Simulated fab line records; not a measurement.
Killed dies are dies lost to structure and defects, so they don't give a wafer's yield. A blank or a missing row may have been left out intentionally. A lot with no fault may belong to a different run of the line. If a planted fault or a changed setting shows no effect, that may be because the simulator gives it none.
Problem report, 8D (eight disciplines) form, completed by code | flow berkeley_cmos170 | the parts of the form that need people (team, actions taken, sign-off) are left out

== 1. WHAT IS WRONG ==
beam_energy_keV at UCB170_PFIELD_IMPLANT_07 reads a mean of 73.109 on 9 wafers of 3 lots; wafers without a fault read 80.000 with a standard deviation of 0.026. That is -99 or more standard deviations from the usual mean.
Seen first at day 7 09:56 on implanter-03, wafer L560.1. Wafers with a number at this step in the record: 42, from 14 lots. The rule behind "out" and "out of limits": a value lying over 4 standard deviations away from the usual mean. Any other wafer with a number is counted as sound.

== 2. WHAT IT IS, WHAT IT ISN'T ==
question                    | is                     | is not
which readings at this step | beam_energy_keV        | -
which lots                  | L560, L561, L562       | L548, L549, L550, L551, L552, L553, L554, L563, L565, L567, L571
which wafers of those lots  | all that have a number | -
read on which tools         | implanter-03           | implanter-01, implanter-02
when                        | from day 7 09:56       | up to then (21 sound wafers); but 12 sound wafers of L563, L565, L567, L571 came after

== 3. THE SUSPECTS, EACH WITH WHAT RULES IT OUT ==
Counting: any tool at a process step up to the reading is kept as a suspect provided that every lot that is out went through it and no sound lot did after the first of them.
- implanter-03 at UCB170_PFIELD_IMPLANT_07: kept. It processed each lot that is out, first L560 at day 7 09:56, and no sound lot thereafter; up to then, the last sound lot it processed was L553 at day 6 04:00. Out on those wafers are its own readings of beam_energy_keV.
Remaining after the count: implanter-03 at UCB170_PFIELD_IMPLANT_07.

== 4. THE CAUSE (what the simulator had put in) ==
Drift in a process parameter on implanter-03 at UCB170_PFIELD_IMPLANT_07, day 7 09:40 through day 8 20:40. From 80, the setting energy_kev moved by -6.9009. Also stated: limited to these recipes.
Only this tool survived the counting.

== 5. SEQUENCE OF EFFECTS, ordered by route ==
Each row: a reading where the mean over the struck wafers with a number is more than 3 standard deviations away from the usual. Readings are gone through only where the record gives a usual standard deviation; hours: the median, over the lots, of the time from a lot's start at the first step in this table giving one to that lot's start at this step; sigmas: the change measured in usual standard deviations.
hours | step                     | reading         | usual  | on struck wafers | change | sigmas
0     | UCB170_PFIELD_IMPLANT_07 | beam_energy_keV | 80.000 | 73.109           | -6.891 | -99 or more
The process steps in it:
- UCB170_PFIELD_IMPLANT_07
At these later measuring or inspecting steps, every struck wafer for which the step has a row has a number for every such reading, and none has moved that far: UCB170_GATE_THK_MEAS_05.

== 6. HOW IT WOULD HAVE BEEN CAUGHT EARLIER ==
First out-of-limits reading in this record: day 7 09:56, which is 0 hours after fault onset at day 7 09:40.
